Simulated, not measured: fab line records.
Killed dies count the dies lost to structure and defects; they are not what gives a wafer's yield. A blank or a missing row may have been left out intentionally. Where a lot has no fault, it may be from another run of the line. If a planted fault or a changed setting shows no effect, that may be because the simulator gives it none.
Problem report in the 8D (eight disciplines) form, filled by code -- flow ritCmos -- the parts of the form that need people (team, actions taken, sign-off) are left out

== 1. WHAT IS WRONG ==
Across 9 wafers from 3 lots, GATE_OXIDE_THK at RIT_GATE_THK_MEAS_07 averages 3.68 nm, while fault-free wafers read 3.02 nm with a standard deviation of 0.062. That is +11 standard deviations from the usual mean.
First seen on wafer L912.3, day 3 06:22, on filmMetro-03. The record has a number at this step for 45 wafers belonging to 15 lots. Rule for "out", or "out of limits": more than 4 standard deviations from the usual mean. All remaining wafers that have a number are taken as sound.

== 2. WHAT THIS IS AND IS NOT ==
question,is,is not
which readings at this step,GATE_OXIDE_THK,-
which lots,"L912, L914, L915","L909, L910, L913, L920, L923, L925, L926, L927, L928, L930, L931, L932"
which wafers of those lots,all that have a number,-
read on which gauges,"filmMetro-01, filmMetro-03, filmMetro-04",-
when,from day 3 06:22,"up to then (6 sound wafers); but 30 sound wafers of L913, L920, L923, L925, L926, L927, L928, L930, L931, L932 came after"

== 3. WHAT RULES OUT EACH SUSPECT ==
Counting: a tool at any process step up to the reading remains a suspect when it ran all the lots that are out and ran no sound lot after the first of those.
- the gauge at RIT_GATE_THK_MEAS_07 is ruled out. Those wafers that are out were read across 3 gauges (filmMetro-01, filmMetro-03, filmMetro-04).
- furnace-01 at RIT_GATE_OXIDATION_05 (target thk 3 nm, ox time 270 s): ruled out as a lasting fault. Sound lots L926, L930 ran on it after its first lot that is out, L912 (day 3 03:04).
Left after counting: nothing in the record.

== 4. THE CAUSE (what the simulator had put in) ==
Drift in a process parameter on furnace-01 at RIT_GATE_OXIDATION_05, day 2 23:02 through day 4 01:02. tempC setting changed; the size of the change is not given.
Counting ruled it out, wrongly: the rule takes a fault to strike every lot that its tool runs from its start on, and this one did not.

== 5. SEQUENCE OF EFFECTS, ordered by route ==
Each row: a reading whose mean over the struck wafers that have a number lies more than 3 standard deviations from the usual. Only readings for which the record gives a usual standard deviation are gone through. hours: the time from each lot's start at the first step in this table that gives one to its start at this step, as a median over the lots. sigmas: the change in usual standard deviations.
hours,step,reading,usual,on struck wafers,change,sigmas
0,RIT_GATE_OXIDATION_05,spikeTcCentreC,902.5 C,917.5,+15.0,+14
0,RIT_GATE_OXIDATION_05,spikeTcLoadC,924 C,937,+13,+3.5
0,RIT_GATE_OXIDATION_05,spikeTcSourceC,923.8 C,937.7,+13.9,+9.9
0,RIT_GATE_OXIDATION_05,tubeCenterTempC,900 C,915,+15,+99 or more
0,RIT_GATE_OXIDATION_05,tube_center_temp_C_max,902.4,917.4,+15.0,+37
1,RIT_GATE_THK_MEAS_07,GATE_OXIDE_THK,3.02 nm,3.68,+0.66,+11
Process steps it contains:
- RIT_GATE_OXIDATION_05: target thk 3 nm, ox time 270 s.

== 6. WHAT WOULD HAVE CAUGHT IT SOONER ==
In this record the first reading out of limits at a measuring or inspecting step was taken at day 3 06:22, 7 hours after the fault began at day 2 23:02.
The tool's own readings at RIT_GATE_OXIDATION_05 were out on every struck wafer that the step has a row for (spikeTcCentreC, spikeTcSourceC, tubeCenterTempC, tube_center_temp_C_max): an alarm limit on them would have fired on the first of those.
